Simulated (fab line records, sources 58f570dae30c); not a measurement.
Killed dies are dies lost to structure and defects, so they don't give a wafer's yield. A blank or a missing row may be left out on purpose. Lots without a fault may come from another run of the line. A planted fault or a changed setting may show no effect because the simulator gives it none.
fab line records | flow berkeley_cmos170
record lots=5 wafers=15 last_day=11
route steps=331 shown CONTACT@227 M1@238 V1@254
lots that met no fault: from a run of the same line without faults
start_h: hours from the record's first day to the start of the lot's first wafer shown | wait_h: hours since the lot's step before | " the same as in the row above | L1.1+2: a row that stands for several wafers | - no value, or no start given | * or withheld: withheld | < > ~ a bound
route shown NAME@n: a module of which the file shows steps, and the number in the route of the first | usual: mean/standard deviation of fault-free wafers | same: alike in all rows | chamber/n: place in a boat | sites: the reading at each site | _std_site: their standard deviation | _edge_site: outer sites' mean less inner sites' | radius_mm: how far each site lies from the wafer's centre | mask NAME#n: copy n | behind: the tool/chamber that last shaped the wafer | hold: why the lot was held/for how many hours/how that ended | device: the transistor (n, p or np) that didn't switch | end of line: the same wafers' tests at the end of the route | a step without rows: its recipe alone | killed: dies lost to structure and defects at the first sort, not the wafer's yield | map: a wafer's dies, x killed, . not, _ none there
set.NAME: the setting as run; set.NAME@STEP: as run at that earlier step | model.NAME: the simulator's own value behind a step, which no gauge read
lots at some steps of the route; a table a step, a row a wafer
services: from which hour (start_h, from the record's first day; less than 0 if before it) a tool's chamber was out of use, for how many hours, and why
## steps
# step UCB170_CONTACT_SOFTBAKE_11
# recipe resist=KrF temp_c=130 time_s=60
# usual resist_line_temp_C=23.01/0.097
# columns lot.wafer tool chamber start_h wait_h resist_line_temp_C
L076.1 litho_track-01 0 - - 23.14
L076.3 " 0 " " 22.91
L076.5 " 0 " " 22.86
L083.2 litho_track-02 0 - - 22.98
L083.4 " 0 " " 22.89
L083.5 " 0 " " 23.05
L085.1 litho_track-02 0 - - 23.06
L085.3 " 0 " " 23.16
L085.4 " 0 " " 23.12
L094.1 litho_track-01 0 - - 22.99
L094.2 " 0 " " 23.07
L094.3 " 0 " " 23.09
L097.1 litho_track-03 0 - - 23.00
L097.3 " 0 " " 23.05
L097.6 " 0 " " 22.93
# step UCB170_CONTACT_EXPOSE_12
# recipe mask_id=CONT target_cd_nm=700 na=0.5 sigma_outer=0.6 source_shape=conventional dose_mj=35
# columns lot.wafer tool chamber start_h wait_h mask
L076.1+3+5 krf_scanner-01 0 - - CONT#0
L083.2+4+5 krf_scanner-01 0 171.56 - CONT#0
L085.1+3+4 krf_scanner-01 0 182.15 - CONT#0
L094.1+2+3 krf_scanner-01 0 225.58 - CONT#0
L097.1+3+6 krf_scanner-02 0 246.61 - CONT#0
# step UCB170_CONTACT_PEB_13
# recipe peb_temp_c=130 peb_time_s=withheld resist=KrF
# usual resist_line_temp_C=23.01/0.11
# columns lot.wafer tool chamber start_h wait_h resist_line_temp_C
L076.1 litho_track-01 0 - - 23.01
L076.3 " 0 " " 23.00
L076.5 " 0 " " 23.04
L083.2 litho_track-01 0 172.11 0.5 22.91
L083.4 " 0 " " 23.02
L083.5 " 0 " " 23.09
L085.1 litho_track-02 0 182.97 0.8 22.87
L085.3 " 0 " " 22.94
L085.4 " 0 " " 22.74
L094.1 litho_track-03 0 225.69 0.1 23.36
L094.2 " 0 " " 23.33
L094.3 " 0 " " 23.35
L097.1 litho_track-01 0 246.76 0.1 23.13
L097.3 " 0 " " 23.21
L097.6 " 0 " " 23.03
# step UCB170_CONTACT_DEVELOP_14
# recipe developer=TMAH develop_time_s=45 resist=KrF dev_temp_c=21
# usual resist_line_temp_C=22.99/0.11
# columns lot.wafer tool chamber start_h wait_h resist_line_temp_C
L076.1 litho_track-01 0 - - 22.99
L076.3 " 0 " " 23.08
L076.5 " 0 " " 23.07
L083.2 litho_track-01 0 - - 22.94
L083.4 " 0 " " 22.96
L083.5 " 0 " " 23.00
L085.1 litho_track-02 0 - - 23.07
L085.3 " 0 " " 23.02
L085.4 " 0 " " 22.98
L094.1 litho_track-03 0 - - 22.80
L094.2 " 0 " " 22.86
L094.3 " 0 " " 23.00
L097.1 litho_track-01 0 - - 23.11
L097.3 " 0 " " 22.86
L097.6 " 0 " " 23.05
# step UCB170_CONTACT_CD_MEAS_15
# recipe target_cd_nm=700
# usual cd_nm=700.2/1.3
# columns lot.wafer tool chamber start_h wait_h cd_nm
L076.1 cd_sem-01 - 154.38 - 700.4
L076.3 " - " " 701.7
L076.5 " - " " 700.4
L083.2 cd_sem-02 - 172.38 - 698.7
L083.4 " - " " 699.1
L083.5 " - " " 699.9
L085.1 cd_sem-02 - 183.25 - 700.6
L085.3 " - " " 700.9
L085.4 " - " " 700.7
L094.1 cd_sem-01 - 225.97 - 701.9
L094.2 " - " " 701.2
L094.3 " - " " 702.5
L097.1 cd_sem-01 - 247.03 - 704.5
L097.3 " - " " 702.6
L097.6 " - " " 702.9
# step UCB170_CONTACT_OVL_MEAS_16
# usual CONTACT_OVL=1/5.6
# columns lot.wafer tool chamber start_h wait_h CONTACT_OVL[nm]
L076.1 overlay-01 - 154.50 0.1 4
L076.3 " - " " -1
L076.5 " - " " 2
L083.2 overlay-02 - 172.48 0.1 4
L083.4 " - " " 6
L083.5 " - " " 4
L085.1 overlay-02 - 183.37 0.1 7
L085.3 " - " " 5
L085.4 " - " " 4
L094.1 overlay-02 - 226.09 0.1 -4
L094.2 " - " " 2
L094.3 " - " " -6
L097.1 overlay-01 - 247.15 0.1 0
L097.3 " - " " 0
L097.6 " - " " 6
# step UCB170_CONTACT_ETCH_17
# recipe chemistry=N2/H2 target_depth_a=withheld overetch_a=withheld target=BARC time_s=withheld source_w=500 bias_w=100 pressure_mtorr=30 n2_flow_sccm=100 h2_flow_sccm=200
# usual drypump_motor_current_A=5.7/0.47 n2_flow_sccm=100.00/0.27 oes_product_au=0.997/0.017 throttle_valve_pct=13.33/0.18
# columns lot.wafer tool chamber start_h wait_h drypump_motor_current_A n2_flow_sccm oes_product_au throttle_valve_pct
L076.1 rie_diel-02 3 154.54 0.0 5.5 99.83 0.975 13.46
L076.3 " 0 " " 6.1 99.87 1.014 13.55
L076.5 " 3 " " 5.5 99.73 0.979 13.47
L083.2 rie_diel-02 1 172.51 0.0 5.4 99.56 0.998 13.18
L083.4 " 2 " " 5.5 99.83 1.025 13.22
L083.5 " 0 " " 6.1 100.16 1.003 13.53
L085.1 rie_diel-04 1 183.41 0.0 5.9 100.03 1.004 13.18
L085.3 " 3 " " 5.8 100.25 0.975 13.69
L085.4 " 3 " " 5.8 99.99 0.986 13.70
L094.1 rie_diel-03 0 226.12 0.0 6.7 99.99 1.003 13.13
L094.2 " 3 " " 5.6 100.45 0.978 13.35
L094.3 " 2 " " 5.7 99.87 1.002 13.48
L097.1 rie_diel-03 0 247.19 0.0 6.7 100.01 1.005 13.12
L097.3 " 3 " " 5.6 99.63 0.979 13.35
L097.6 " 2 " " 5.7 100.39 1.009 13.53
# step UCB170_CONTACT_ETCH_18
# recipe chemistry=CHF3/CF4/Ar target=PSG stop_on=TiSi2 CHF3_flow_sccm=45 cf4_flow_sccm=15 Ar_flow_sccm=150 pressure_mtorr=200 rf_w=700 target_depth_a=8400 over_etch_frac=0.2 time_s=195
# usual drypump_motor_current_A=5.7/0.47 oes_product_au=0.891/0.017 throttle_valve_pct=6.98/0.14
# columns lot.wafer tool chamber start_h wait_h drypump_motor_current_A oes_product_au rf_hours_counter_h throttle_valve_pct
L076.1 rie_diel-02 3 - - 5.5 0.884 4 7.15
L076.3 " 0 " " 6.1 0.895 15 7.09
L076.5 " 3 " " 5.5 0.871 - 7.13
L083.2 rie_diel-02 1 - - 5.4 0.881 0 6.89
L083.4 " 2 " " 5.5 0.908 1 6.89
L083.5 " 0 " " 6.1 0.874 - 7.11
L085.1 rie_diel-04 1 - - 5.9 0.912 129 6.89
L085.3 " 3 " " 5.8 0.879 31 7.23
L085.4 " 3 " " 5.8 0.872 - 7.24
L094.1 rie_diel-03 0 - - 6.6 0.898 25 6.80
L094.2 " 3 " " 5.6 0.885 134 6.99
L094.3 " 2 " " 5.7 0.893 15 7.17
L097.1 rie_diel-03 0 - - 6.6 0.884 26 6.79
L097.3 " 3 " " 5.6 0.870 135 6.98
L097.6 " 2 " " 5.7 0.885 - 7.16
# step UCB170_CONTACT_STRIP_19
# recipe chemistry=O2 power_w=400 pressure_mtorr=3500 platen_temp_c=withheld o2_flow_sccm=400 overash_fraction=0.5
# usual drypump_motor_current_A=5.9/0.52 oes_product_au=0.726/0.0043
# columns lot.wafer tool chamber start_h wait_h drypump_motor_current_A oes_product_au rf_hours_counter_h
L076.1 plasma_asher-03 1 154.70 - 6.2 0.727 45
L076.3 " 0 " " 6.2 0.728 -
L076.5 " 0 " " 6.2 0.718 -
L083.2 plasma_asher-04 0 172.68 - 4.9 0.732 7
L083.4 " 0 " " 4.9 0.723 -
L083.5 " 1 " " 6.7 0.723 -
L085.1 plasma_asher-03 1 183.57 - 6.2 0.725 50
L085.3 " 1 " " 6.2 0.725 -
L085.4 " 0 " " 6.2 0.713 -
L094.1 plasma_asher-02 0 226.29 - 5.7 0.728 53
L094.2 " 1 " " 5.5 0.728 53
L094.3 " 1 " " 5.5 0.732 -
L097.1 plasma_asher-02 0 247.36 - 5.7 0.721 55
L097.3 " 1 " " 5.5 0.726 -
L097.6 " 0 " " 5.7 0.725 -
# step UCB170_CONTACT_CD_MEAS_90
# recipe target_cd_nm=700
# usual cd_nm=699.7/1.7
# columns lot.wafer tool chamber start_h wait_h cd_nm
L076.1 cd_sem-01 - 154.80 0.1 699.5
L076.3 " - " " 700.3
L076.5 " - " " 699.2
L083.2 cd_sem-02 - 172.80 0.1 698.7
L083.4 " - " " 696.4
L083.5 " - " " 698.5
L085.1 cd_sem-01 - 183.67 0.1 700.8
L085.3 " - " " 701.0
L085.4 " - " " 700.7
L094.1 cd_sem-02 - 226.39 0.1 702.4
L094.2 " - " " 701.1
L094.3 " - " " 703.3
L097.1 cd_sem-01 - 247.46 0.1 705.9
L097.3 " - " " 702.5
L097.6 " - " " 702.9
# step UCB170_CONTACT_CLEAN_20
# recipe chemistry=SPM temp_c=120 time_s=600
# columns lot.wafer tool chamber start_h wait_h
L076.1+3+5 wet_bench-01 1 154.92 0.1
L083.2+4+5 wet_bench-03 0 172.90 0.1
L085.1+3+4 wet_bench-03 3 183.79 0.1
L094.1+2+3 wet_bench-02 0 226.60 0.2
L097.1+3+6 wet_bench-01 3 247.72 0.2
# step UCB170_M1_SPUTTER_00
# recipe material=Al target_thk_nm=600 time_s=80 power_w=6000 chamber_pressure_pa=0.5
# usual throttle_valve_pct=30.0/0.86
# columns lot.wafer tool chamber start_h wait_h throttle_valve_pct
L076.1 pvd_sputter-04 - 155.10 0.0 30.0
L076.3 " - " " 30.4
L076.5 " - " " 29.4
L083.2 pvd_sputter-02 - 173.09 0.0 30.6
L083.4 " - " " 28.2
L083.5 " - " " 27.9
L085.1 pvd_sputter-03 - 183.97 0.0 31.0
L085.3 " - " " 29.6
L085.4 " - " " 31.1
L094.1 pvd_sputter-04 - 226.77 0.0 29.7
L094.2 " - " " 29.2
L094.3 " - " " 30.6
L097.1 pvd_sputter-04 - 247.90 0.0 30.0
L097.3 " - " " 30.6
L097.6 " - " " 29.1
# step UCB170_M1_RS_MEAS_01
# recipe thk_meas_gauge=four-point-probe reads=Al_of_M1_SPUTTER_00
# usual M1_AL_RS=0.0487/0.00062
# columns lot.wafer tool chamber start_h wait_h M1_AL_RS[ohm/sq]
L076.1 film_metro-02 - 155.16 0.0 0.0493
L076.3 " - " " 0.0489
L076.5 " - " " 0.0488
L083.2 film_metro-01 - 173.17 0.1 0.0490
L083.4 " - " " 0.0498
L083.5 " - " " 0.0502
L085.1 film_metro-03 - 184.03 0.0 0.0484
L085.3 " - " " 0.0486
L085.4 " - " " 0.0479
L094.1 film_metro-02 - 226.84 0.0 0.0482
L094.2 " - " " 0.0484
L094.3 " - " " 0.0485
L097.1 film_metro-02 - 247.96 0.0 0.0490
L097.3 " - " " 0.0495
L097.6 " - " " 0.0491
# step UCB170_M1_THK_MEAS_02
# recipe thk_meas_gauge=xrf reads=Al_of_M1_SPUTTER_00
# usual M1_AL_THK=594/8.1
# columns lot.wafer tool chamber start_h wait_h M1_AL_THK[nm]
L076.1 film_metro-02 - 155.28 0.1 588
L076.3 " - " " 596
L076.5 " - " " 595
L083.2 film_metro-01 - 173.28 0.1 591
L083.4 " - " " 578
L083.5 " - " " 576
L085.1 film_metro-03 - 184.15 0.1 598
L085.3 " - " " 597
L085.4 " - " " 603
L094.1 film_metro-02 - 226.96 0.1 605
L094.2 " - " " 601
L094.3 " - " " 604
L097.1 film_metro-02 - 248.08 0.1 594
L097.3 " - " " 586
L097.6 " - " " 593
# step UCB170_M1_COAT_03
# recipe resist=BARC temp_c=withheld time_s=withheld spin_rpm=3000 resist_thk_nm=withheld
# usual resist_line_temp_C=*
# columns lot.wafer tool chamber start_h wait_h resist_line_temp_C
L076.1 litho_track-04 0 156.21 0.9 *
L076.3 " 0 " " *
L076.5 " 0 " " *
L083.2 litho_track-04 0 173.46 0.2 *
L083.4 " 0 " " *
L083.5 " 0 " " *
L085.1 litho_track-02 0 185.32 1.2 *
L085.3 " 0 " " *
L085.4 " 0 " " *
L094.1 litho_track-04 0 227.02 0.1 *
L094.2 " 0 " " *
L094.3 " 0 " " *
L097.1 litho_track-03 0 248.14 0.1 *
L097.3 " 0 " " *
L097.6 " 0 " " *
# step UCB170_M1_COAT_04
# recipe resist=KrF spin_rpm=1500 resist_thk_nm=900
# usual resist_line_temp_C=23.02/0.1
# columns lot.wafer tool chamber start_h wait_h resist_line_temp_C
L076.1 litho_track-04 0 - - 22.97
L076.3 " 0 " " 23.02
L076.5 " 0 " " 22.84
L083.2 litho_track-04 0 - - 23.00
L083.4 " 0 " " 22.96
L083.5 " 0 " " 22.82
L085.1 litho_track-02 0 - - 23.01
L085.3 " 0 " " 23.15
L085.4 " 0 " " 22.96
L094.1 litho_track-04 0 - - 23.11
L094.2 " 0 " " 23.07
L094.3 " 0 " " 22.99
L097.1 litho_track-03 0 - - 22.97
L097.3 " 0 " " 23.03
L097.6 " 0 " " 23.09
# step UCB170_M1_SOFTBAKE_05
# recipe resist=KrF temp_c=130 time_s=60
# usual resist_line_temp_C=23.02/0.1
# columns lot.wafer tool chamber start_h wait_h resist_line_temp_C
L076.1 litho_track-04 0 - - 22.96
L076.3 " 0 " " 23.00
L076.5 " 0 " " 23.00
L083.2 litho_track-04 0 - - 23.16
L083.4 " 0 " " 22.85
L083.5 " 0 " " 23.17
L085.1 litho_track-02 0 - - 23.12
L085.3 " 0 " " 22.99
L085.4 " 0 " " 22.97
L094.1 litho_track-04 0 - - 22.94
L094.2 " 0 " " 23.00
L094.3 " 0 " " 22.87
L097.1 litho_track-03 0 - - 23.19
L097.3 " 0 " " 22.96
L097.6 " 0 " " 23.04
# step UCB170_M1_EXPOSE_06
# recipe mask_id=METAL1 target_cd_nm=700 na=0.5 sigma_outer=0.6 source_shape=conventional dose_mj=21
# columns lot.wafer tool chamber start_h wait_h mask
L076.1+3+5 krf_scanner-01 0 - - METAL1#0
L083.2+4+5 krf_scanner-01 0 174.08 - METAL1#0
L085.1+3+4 krf_scanner-01 0 185.90 - METAL1#0
L094.1+2+3 krf_scanner-02 0 227.89 - METAL1#0
L097.1+3+6 krf_scanner-02 0 248.71 - METAL1#0
# step UCB170_M1_PEB_07
# recipe peb_temp_c=130 peb_time_s=withheld resist=KrF
# usual resist_line_temp_C=23.00/0.11
# columns lot.wafer tool chamber start_h wait_h resist_line_temp_C
L076.1 litho_track-03 0 - - 23.07
L076.3 " 0 " " 22.93
L076.5 " 0 " " 22.99
L083.2 litho_track-02 0 174.64 0.5 23.02
L083.4 " 0 " " 22.92
L083.5 " 0 " " 22.97
L085.1 litho_track-02 0 186.95 1.0 23.17
L085.3 " 0 " " 23.19
L085.4 " 0 " " 23.22
L094.1 litho_track-02 0 228.31 0.4 23.06
L094.2 " 0 " " 23.08
L094.3 " 0 " " 23.06
L097.1 litho_track-04 0 248.83 0.1 22.63
L097.3 " 0 " " 22.88
L097.6 " 0 " " 22.85
# step UCB170_M1_DEVELOP_08
# recipe developer=TMAH develop_time_s=45 resist=KrF dev_temp_c=21
# usual resist_line_temp_C=23.00/0.1
# columns lot.wafer tool chamber start_h wait_h resist_line_temp_C
L076.1 litho_track-03 0 - - 23.09
L076.3 " 0 " " 22.99
L076.5 " 0 " " 23.03
L083.2 litho_track-02 0 - - 23.00
L083.4 " 0 " " 23.01
L083.5 " 0 " " 23.06
L085.1 litho_track-02 0 - - 22.88
L085.3 " 0 " " 22.96
L085.4 " 0 " " 23.04
L094.1 litho_track-02 0 - - 22.76
L094.2 " 0 " " 22.96
L094.3 " 0 " " 22.96
L097.1 litho_track-04 0 - - 23.01
L097.3 " 0 " " 22.85
L097.6 " 0 " " 22.95
# step UCB170_M1_CD_MEAS_09
# recipe target_cd_nm=700
# usual cd_nm=700.5/1.4
# columns lot.wafer tool chamber start_h wait_h cd_nm
L076.1 cd_sem-02 - 158.45 - 700.1
L076.3 " - " " 701.4
L076.5 " - " " 701.0
L083.2 cd_sem-01 - 174.91 - 698.4
L083.4 " - " " 700.1
L083.5 " - " " 698.6
L085.1 cd_sem-01 - 187.22 - 701.9
L085.3 " - " " 701.4
L085.4 " - " " 700.9
L094.1 cd_sem-02 - 228.59 - 700.9
L094.2 " - " " 703.1
L094.3 " - " " 702.7
L097.1 cd_sem-01 - 249.11 - 700.1
L097.3 " - " " 697.9
L097.6 " - " " 699.8
# step UCB170_M1_OVL_MEAS_10
# usual M1_OVL=-3/5.9
# columns lot.wafer tool chamber start_h wait_h M1_OVL[nm]
L076.1 overlay-02 - 158.57 0.1 -2
L076.3 " - " " -6
L076.5 " - " " -5
L083.2 overlay-02 - 175.01 0.1 -6
L083.4 " - " " -12
L083.5 " - " " -11
L085.1 overlay-02 - 187.34 0.1 -8
L085.3 " - " " -9
L085.4 " - " " -4
L094.1 overlay-01 - 228.71 0.1 3
L094.2 " - " " 6
L094.3 " - " " 4
L097.1 overlay-02 - 249.23 0.1 -8
L097.3 " - " " -3
L097.6 " - " " -11
# step UCB170_M1_ETCH_11
# recipe chemistry=N2/H2 target_depth_a=withheld overetch_a=withheld target=BARC time_s=withheld source_w=500 bias_w=100 pressure_mtorr=30 n2_flow_sccm=100 h2_flow_sccm=200
# usual drypump_motor_current_A=5.7/0.32 n2_flow_sccm=99.99/0.28 oes_product_au=0.999/0.022 throttle_valve_pct=13.34/0.18
# columns lot.wafer tool chamber start_h wait_h drypump_motor_current_A n2_flow_sccm oes_product_au throttle_valve_pct
L076.1 rie_diel-01 0 158.61 0.0 5.8 100.17 0.991 13.24
L076.3 " 1 " " 5.7 100.18 0.987 13.49
L076.5 " 0 " " 5.7 100.03 1.005 13.23
L083.2 rie_diel-01 3 175.04 0.0 6.2 99.86 1.034 13.17
L083.4 " 1 " " 5.7 99.33 0.996 13.50
L083.5 " 3 " " 6.2 100.04 1.032 13.18
L085.1 rie_diel-02 0 187.38 0.0 6.1 99.76 1.006 13.54
L085.3 " 2 " " 5.5 99.94 1.026 13.22
L085.4 " 0 " " 6.1 100.08 1.015 13.54
L094.1 rie_diel-04 2 228.75 0.0 5.3 99.68 0.965 13.06
L094.2 " 3 " " 5.8 99.78 0.965 13.69
L094.3 " 0 " " 5.3 100.15 0.977 13.36
L097.1 rie_diel-04 1 249.26 0.0 5.9 99.43 1.004 13.18
L097.3 " 0 " " 5.2 99.92 0.981 13.33
L097.6 " 1 " " 5.9 99.36 1.003 13.16
# step UCB170_M1_METAL_ETCH_12
# recipe chemistry=Cl2/BCl3 target=Al stop_on=PSG pressure_mtorr=12 target_depth_a=7800 over_etch_frac=0.3 time_s=130 icp_w=600 bias_w=120 Cl2_flow_sccm=90 bcl3_flow_sccm=45
# usual drypump_motor_current_A=5.6/0.5 oes_product_au=0.859/0.011 throttle_valve_pct=24.45/0.2
# columns lot.wafer tool chamber start_h wait_h drypump_motor_current_A oes_product_au rf_hours_counter_h throttle_valve_pct
L076.1 rie_metal-02 0 158.65 - 5.2 0.853 9 24.22
L076.3 " 0 " " 5.2 0.857 - 24.24
L076.5 " 0 " " 5.2 0.854 - 24.25
L083.2 rie_metal-01 0 175.09 - 6.2 0.847 7 24.38
L083.4 " 0 " " 6.3 0.843 - 24.37
L083.5 " 0 " " 6.3 0.837 - 24.39
L085.1 rie_metal-01 1 187.42 - 5.2 0.849 12 24.58
L085.3 " 0 " " 6.3 0.855 - 24.36
L085.4 " 1 " " 5.2 0.861 - 24.57
L094.1 rie_metal-01 0 228.79 - 6.3 0.856 9 24.38
L094.2 " 0 " " 6.3 0.855 - 24.39
L094.3 " 0 " " 6.3 0.862 - 24.37
L097.1 rie_metal-04 0 249.30 - 5.2 0.878 4 24.59
L097.3 " 0 " " 5.2 0.870 - 24.61
L097.6 " 0 " " 5.2 0.874 - 24.60
# step UCB170_M1_STRIP_13
# recipe chemistry=O2 power_w=400 pressure_mtorr=3500 platen_temp_c=withheld o2_flow_sccm=400 overash_fraction=0.5
# usual drypump_motor_current_A=5.9/0.32 oes_product_au=0.720/0.0048
# columns lot.wafer tool chamber start_h wait_h drypump_motor_current_A oes_product_au rf_hours_counter_h
L076.1 plasma_asher-03 0 158.83 0.1 6.2 0.721 46
L076.3 " 1 " " 6.2 0.721 -
L076.5 " 0 " " 6.2 0.712 -
L083.2 plasma_asher-01 1 175.31 0.2 5.5 0.720 37
L083.4 " 0 " " 5.8 0.727 -
L083.5 " 1 " " 5.5 0.718 -
L085.1 plasma_asher-03 0 187.56 0.1 6.2 0.723 50
L085.3 " 1 " " 6.2 0.726 -
L085.4 " 0 " " 6.2 0.713 -
L094.1 plasma_asher-03 1 229.05 0.2 6.2 0.722 55
L094.2 " 0 " " 6.3 0.724 55
L094.3 " 1 " " 6.2 0.714 -
L097.1 plasma_asher-03 0 249.44 0.1 6.2 0.728 57
L097.3 " 0 " " 6.2 0.717 -
L097.6 " 0 " " 6.2 0.720 -
# step UCB170_M1_CD_MEAS_90
# recipe target_cd_nm=700
# usual cd_nm=699.9/2.8
# columns lot.wafer tool chamber start_h wait_h cd_nm
L076.1 cd_sem-02 - 158.93 0.1 702.7
L076.3 " - " " 705.0
L076.5 " - " " 703.8
L083.2 cd_sem-02 - 175.43 0.1 696.6
L083.4 " - " " 696.5
L083.5 " - " " 696.3
L085.1 cd_sem-02 - 187.66 0.1 702.2
L085.3 " - " " 700.2
L085.4 " - " " 702.5
L094.1 cd_sem-02 - 229.26 0.2 703.3
L094.2 " - " " 703.3
L094.3 " - " " 702.2
L097.1 cd_sem-01 - 249.54 0.1 702.6
L097.3 " - " " 699.6
L097.6 " - " " 701.1
# step UCB170_M1_ANNEAL_14
# recipe temp_c=400 time_s=1200 ambient=forming_gas
# usual spike_tc_load_C=415.4/2.9 zone_power_centre_pct=16.5/0.43 zone_power_source_pct=6.2/0.59
# columns lot.wafer tool chamber start_h wait_h spike_tc_load_C zone_power_centre_pct zone_power_source_pct
L076.1 - - 161.16 2.2 419.3 16.1 6.7
L076.3 " - " " 416.8 16.3 6.6
L076.5 " - " " 417.6 16.3 6.7
L083.2 - - 177.16 1.7 416.6 16.1 6.8
L083.4 " - " " 417.3 16.6 6.7
L083.5 " - " " 416.8 16.2 6.7
L085.1 - - 189.99 2.3 417.0 16.2 6.8
L085.3 " - " " 417.5 16.4 6.7
L085.4 " - " " 418.6 16.2 6.8
L094.1 - - 233.58 4.3 416.7 17.4 5.2
L094.2 " - " " 415.1 17.4 5.3
L094.3 " - " " 416.9 17.5 5.1
L097.1 - - 253.38 3.8 414.4 17.5 5.3
L097.3 " - " " 415.4 17.2 5.2
L097.6 " - " " 415.7 17.7 5.3
# step UCB170_V1_CVD_00
# recipe material=SiO2 target_thk_nm=2000 temp_c=390 precursor=TEOS/O2 time_s=250 rf_w=550 pressure_mtorr=9000
# usual heater_power_w=265/62
# columns lot.wafer tool chamber start_h wait_h heater_power_w
L076.1 pecvd-02 2 162.49 0.0 345
L076.3 " 1 " " 245
L076.5 " 0 " " 277
L083.2 pecvd-01 0 178.49 0.0 203
L083.4 " 0 " " 247
L083.5 " 2 " " 383
L085.1 pecvd-02 2 191.32 0.0 377
L085.3 " 1 " " 240
L085.4 " 2 " " 309
L094.1 pecvd-01 1 234.92 0.0 323
L094.2 " 2 " " 351
L094.3 " 0 " " 217
L097.1 pecvd-01 1 254.72 0.0 282
L097.3 " 0 " " 198
L097.6 " 2 " " 269
# step UCB170_V1_THK_MEAS_01
# recipe reads=SiO2_of_V1_CVD_00
# usual V1_TEOS_THK=1977/33
# columns lot.wafer tool chamber start_h wait_h V1_TEOS_THK[nm]
L076.1 film_metro-04 - 162.64 0.1 1990
L076.3 " - " " 1975
L076.5 " - " " 1995
L083.2 film_metro-03 - 178.66 0.1 2009
L083.4 " - " " 2027
L083.5 " - " " 1933
L085.1 film_metro-04 - 191.48 0.1 2010
L085.3 " - " " 2006
L085.4 " - " " 2048
L094.1 film_metro-04 - 235.07 0.1 1916
L094.2 " - " " 1950
L094.3 " - " " 1978
L097.1 film_metro-04 - 254.87 0.1 1931
L097.3 " - " " 1972
L097.6 " - " " 1951
# step UCB170_V1_CMP_02
# recipe material=SiO2 down_force_psi=6 platen_rpm=60 pad_velocity_m_s=0.75398
# usual edge_zone_pressure_frac=1.000/0.0049 head_pressure_psi=6.002/0.013 motor_current_A=15.5/1.3 slurry_filter_dp_kPa=13.51/0.14
# columns lot.wafer tool chamber start_h wait_h edge_zone_pressure_frac head_pressure_psi motor_current_A slurry_filter_dp_kPa
L076.1 cmp-01 0 162.70 0.1 0.992 5.978 15.8 13.53
L076.3 " 2 " " 1.009 6.014 15.2 13.56
L076.5 " 1 " " 0.993 5.988 17.4 13.69
L083.2 cmp-02 2 178.71 0.0 1.002 5.998 16.4 13.53
L083.4 " 0 " " 0.999 6.006 14.8 13.67
L083.5 " 2 " " 1.011 6.019 15.5 13.49
L085.1 cmp-01 3 191.54 0.1 1.004 5.994 12.4 13.39
L085.4 " 0 " " 0.998 5.995 14.9 13.52
L085.3 " 1 " " 0.996 5.997 17.5 13.55
L094.2 cmp-02 1 235.13 0.0 1.007 6.026 15.5 13.33
L094.3 " 3 " " 0.997 5.991 15.4 13.60
L094.1 " 0 " " 0.998 6.012 15.4 13.50
L097.3 cmp-01 1 255.03 0.1 1.000 6.000 17.9 13.60
L097.1 " 2 " " 0.996 6.012 15.5 13.51
L097.6 " 3 " " 0.998 6.010 12.8 13.67
# step UCB170_V1_BOW_MEAS_03
# recipe mode=bow
# usual V1_BOW=20/6.3
# columns lot.wafer tool chamber start_h wait_h V1_BOW[um]
L076.1 film_metro-04 - 163.00 0.2 24
L076.3 " - " " 13
L076.5 " - " " 23
L083.2 film_metro-04 - 179.03 0.3 23
L083.4 " - " " 17
L083.5 " - " " 23
L085.1 film_metro-01 - 191.84 0.2 25
L085.3 " - " " 17
L085.4 " - " " 19
L094.1 film_metro-03 - 235.43 0.1 11
L094.2 " - " " 10
L094.3 " - " " 20
L097.1 film_metro-03 - 255.23 0.1 15
L097.3 " - " " 12
L097.6 " - " " 16
# step UCB170_V1_THK_MEAS_04
# recipe reads=SiO2_of_V1_CVD_00
# usual V1_POLISHED_THK=1001.2/1.2
# columns lot.wafer tool chamber start_h wait_h V1_POLISHED_THK[nm]
L076.1 film_metro-04 - 163.12 0.1 1001.9
L076.3 " - " " 1001.4
L076.5 " - " " 1002.1
L083.2 film_metro-04 - 179.14 0.1 1000.7
L083.4 " - " " 998.9
L083.5 " - " " 999.9
L085.1 film_metro-01 - 191.96 0.1 1000.5
L085.3 " - " " 1000.8
L085.4 " - " " 1001.6
L094.1 film_metro-03 - 235.55 0.1 1000.5
L094.2 " - " " 1002.6
L094.3 " - " " 998.9
L097.1 film_metro-03 - 255.35 0.1 1001.3
L097.3 " - " " 1001.5
L097.6 " - " " 1001.7
# step UCB170_V1_CLEAN_05
# recipe chemistry=DIW
# columns lot.wafer tool chamber start_h wait_h
L076.1+3+5 wet_bench-02 3 163.64 0.5
L083.2+4+5 wet_bench-02 2 180.59 1.4
L085.1+3+4 wet_bench-01 3 192.37 0.4
L094.1+2+3 wet_bench-01 1 235.74 0.2
L097.1+3+6 wet_bench-02 3 255.41 0.1
# step UCB170_V1_HMDS_06
# recipe prime_time_s=60 prime_temp_c=100
# usual resist_line_temp_C=22.99/0.096
# same prime_time_s=60
# columns lot.wafer tool chamber start_h wait_h resist_line_temp_C
L076.1 litho_track-01 0 164.26 0.4 22.93
L076.3 " 0 " " 22.76
L076.5 " 0 " " 22.85
L083.2 litho_track-03 0 180.79 0.0 23.18
L083.4 " 0 " " 23.17
L083.5 " 0 " " 23.08
L085.1 litho_track-04 0 192.64 0.1 22.94
L085.3 " 0 " " 23.04
L085.4 " 0 " " 22.89
L094.1 litho_track-03 0 236.03 0.1 22.88
L094.2 " 0 " " 23.01
L094.3 " 0 " " 22.83
L097.1 litho_track-03 0 255.59 0.0 22.84
L097.3 " 0 " " 23.05
L097.6 " 0 " " 22.99
## services
# columns tool chamber start_h hours kind
krf_scanner-01 - 129.60 1.6 repair
pvd_sputter-04 - 131.73 1.2 repair
krf_scanner-02 - 141.81 0.8 pm
rie_diel-02 - 155.32 15.6 pm
rie_diel-03 - 156.84 0.6 repair
rie_diel-04 3 159.55 4.7 repair
rie_diel-04 2 160.71 2.1 repair
krf_scanner-02 - 169.03 3.6 pm
cmp-01 - 173.40 0.5 repair
krf_scanner-02 - 173.44 0.6 repair
krf_scanner-01 - 177.07 1.0 pm
cmp-01 - 177.89 0.5 repair
pvd_sputter-04 - 181.30 8.3 repair
rie_diel-02 3 182.20 9.9 repair
krf_scanner-02 - 194.81 1.3 pm
cmp-01 - 213.80 22.5 repair
pecvd-01 - 215.58 5.5 pm
plasma_asher-03 - 225.04 2.9 repair
krf_scanner-01 - 226.89 1.3 pm
cmp-01 - 236.30 4.0 pm
rie_diel-02 1 240.88 5.2 repair
cmp-01 - 243.85 0.7 repair
krf_scanner-02 - 247.51 1.0 pm
furnace-01 - 250.26 1.5 pm
## key
fault none
